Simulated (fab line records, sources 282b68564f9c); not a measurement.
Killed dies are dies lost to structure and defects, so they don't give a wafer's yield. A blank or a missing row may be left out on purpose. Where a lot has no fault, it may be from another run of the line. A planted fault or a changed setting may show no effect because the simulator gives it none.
A lot that was struck, set against a sound lot :: flow rit_cmos :: 15 steps out of a route of 202
Sound: these wafers, L504.2, L504.3, L504.6. The struck wafers were L500.4, L500.5, L500.6. Last of all comes the cause.
For every step that has rows: the tool of each side, followed by ch and its chambers, followed by its first start. Under that, the readings that differ: sound wafers :: struck wafers :: difference of the means :: sigmas: that difference in standard deviations of wafers without a fault.
alike: a reading whose means differ by less than 2 such deviations, as well as words and numbers matching on both sides. not compared: withheld readings; readings where some wafer has no value; bounds like >300 that might hide an equal value; numbers whose values overlap and for which the record gives no deviation.
The two part at a step that has a row with sigmas, a row that says differs or no value, or rows on one side only. Numbers that have no deviation but don't overlap get no sigmas and don't part them. A reading that every wafer of one side lacks parts them only if that side has two wafers or more.

first, 5 steps without rows for these wafers: RIT_NSD_COAT_01 (resist thk 1000 nm); RIT_NSD_SOFTBAKE_02 (time 60 s); RIT_NSD_EXPOSE_03 (exposes mask M9, target cd 40700 nm); RIT_NSD_PEB_04; RIT_NSD_DEVELOP_05 (develop time 50 s).
RIT_NSD_OVL_MEAS_06:
  sound on overlay-01 at day 5 21:34; struck on overlay-02 at day 5 01:16
reading: NSD_OVL (nm)
sound: 2.8 1.0 2.5
struck: -1.3 -0.2 -0.5
difference: -2.8
sigmas: -2
then, 2 steps without rows for these wafers: RIT_NSD_HARDBAKE_07 (time 60 s); RIT_NSD_IMPLANT_08.
RIT_NSD_STRIP_09: strips in O2, time 180 s.
  sound on plasma_asher-04 ch 0,1, day 5 21:53; struck on plasma_asher-01 ch 0,1, day 5 01:39
  alike: drypump_motor_current_A, o2_flow_sccm
  not compared: rf_hours_counter_h
RIT_NSD_TW_MEAS_10:
  sound on film_metro-03 at day 5 22:05; struck on film_metro-02 at day 5 01:47
  alike: NSD_TW
then, 2 steps without rows for these wafers: RIT_PSD_HMDS_00 (prime time 60 s); RIT_PSD_COAT_01 (resist thk 1000 nm).
RIT_PSD_SOFTBAKE_02: time 60 s.
  sound on litho_track-01 ch 0, day 5 22:37; struck on litho_track-03 ch 0, day 5 02:12
reading: heater_power_total_W (W)
sound: 34.56 34.57 34.66
struck: 35.11 35.29 35.29
difference: +0.63
sigmas: +14

reading: plate_temp_C (C)
sound: 89.96 89.86 89.97
struck: - - -
difference: no value on the struck wafers
sigmas: 

reading: run_length_s (s)
sound: 89.65 89.51 89.72
struck: 85.46 85.43 85.72
difference: -4.09
sigmas: -17
  alike: chill_plate_temp_C
then, 1 step without rows for these wafers: RIT_PSD_EXPOSE_03 (exposes mask M10, target cd 40900 nm).
RIT_M1_PROBE_99:
  sound on prober-02 at day 6 08:32; struck on prober-02 at day 5 11:35
  alike: killed_at_M0_to_M3, killed_at_contacts, killed_at_front_end, killed_dies, killed_open, killed_short

## WHERE THEY PART
First at RIT_NSD_OVL_MEAS_06; last, within this record, at RIT_PSD_SOFTBAKE_02. Later steps at which nothing parts them and some readings are alike: RIT_M1_PROBE_99.

WHY: what the simulator had put in
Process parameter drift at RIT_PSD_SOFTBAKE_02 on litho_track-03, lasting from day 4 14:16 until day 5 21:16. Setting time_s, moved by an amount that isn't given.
